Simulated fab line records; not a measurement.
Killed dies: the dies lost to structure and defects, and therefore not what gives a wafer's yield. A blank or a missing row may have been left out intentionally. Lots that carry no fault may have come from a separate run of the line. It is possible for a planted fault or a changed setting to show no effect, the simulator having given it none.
8D (eight disciplines) problem report, filled in by code + flow berkeley-cmos170 + the parts of the form that need people (team, actions taken, sign-off) are left out

== 1. PROBLEM STATEMENT ==
At UCB170_NLDD_CD_MEAS_06, cd-nm averages 1209.6 nm over 6 wafers from 2 lots, while fault-free wafers read 1199.7 nm, standard deviation 1.4. Relative to the usual mean, that is a shift of +7.0 standard deviations.
The step: target cd 1200 nm.
Seen first at day 10 22:48 on cd-sem-02, wafer L363.2. Wafers with a number at this step in the record: 42, from 14 lots. The rule behind "out" and "out of limits": a value lying over 4 standard deviations away from the usual mean. The rest of the wafers with a number are treated as sound.

== 2. WHAT IT IS, AND WHAT IT ISN'T ==
| question                    | is                     | is not                                                                                             |
|-----------------------------|------------------------|----------------------------------------------------------------------------------------------------|
| which readings at this step | cd-nm                  | -                                                                                                  |
| which lots                  | L363, L365             | L349, L351, L352, L354, L356, L357, L367, L368, L369, L370, L371, L372                             |
| which wafers of those lots  | all that have a number | -                                                                                                  |
| read on which gauges        | cd-sem-01, cd-sem-02   | -                                                                                                  |
| when                        | from day 10 22:48      | up to then (18 sound wafers); but 18 sound wafers of L367, L368, L369, L370, L371, L372 came after |

== 3. SUSPECTS, AND WHAT RULES EACH OUT ==
Counting: any tool at a process step up to the reading is kept as a suspect provided that every lot that is out went through it and no sound lot did after the first of them.
- the gauge at UCB170_NLDD_CD_MEAS_06 is ruled out. 2 gauges (cd-sem-01, cd-sem-02) read the wafers that are out.
- litho-track-04 at UCB170_NLDD_PEB_04: kept. All lots that are out passed through it, beginning with L363 at day 10 22:32, and no sound lot followed; its final sound lot before that point was L357 at day 9 10:37.
After counting, what remains is litho-track-04 at UCB170_NLDD_PEB_04.

== 4. THE CAUSE (what the simulator had put in) ==
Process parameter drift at UCB170_NLDD_PEB_04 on litho-track-04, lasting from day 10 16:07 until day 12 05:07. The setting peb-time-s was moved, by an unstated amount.
Only this tool survived the counting.

== 5. THE CHAIN OF EFFECTS, in route order ==
Each row: a reading where the mean over the struck wafers with a number is more than 3 standard deviations away from the usual. Only readings whose record carries a usual standard deviation are examined. hours: median over the lots of the time between each lot's start at the first step of this table that gives one and its start at this step. sigmas: the change, counted in usual standard deviations.
| hours | step                   | reading | usual     | on struck wafers | change | sigmas |
|-------|------------------------|---------|-----------|------------------|--------|--------|
| 0     | UCB170_NLDD_CD_MEAS_06 | cd-nm   | 1199.7 nm | 1209.6           | +9.9   | +7.0   |
Later measuring or inspecting steps at which every struck wafer that the step has a row for has a number for every such reading, and none has moved that far: UCB170_NSD_CD_MEAS_06.

== 6. HOW IT WOULD HAVE BEEN CAUGHT EARLIER ==
7 hours passed between the start of the fault at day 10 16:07 and the first reading out of limits at a measuring or inspecting step in this record, taken at day 10 22:48.
An alarm limit of 4 standard deviations would not have fired on the tool readings at UCB170_NLDD_PEB_04 for which the record gives a usual standard deviation, since none of them was out on any struck wafer.
L365, from the lots that are out (2), started UCB170_NLDD_PEB_04 on litho-track-04 later than day 10 22:48. Holding the tool at that time would have saved it.
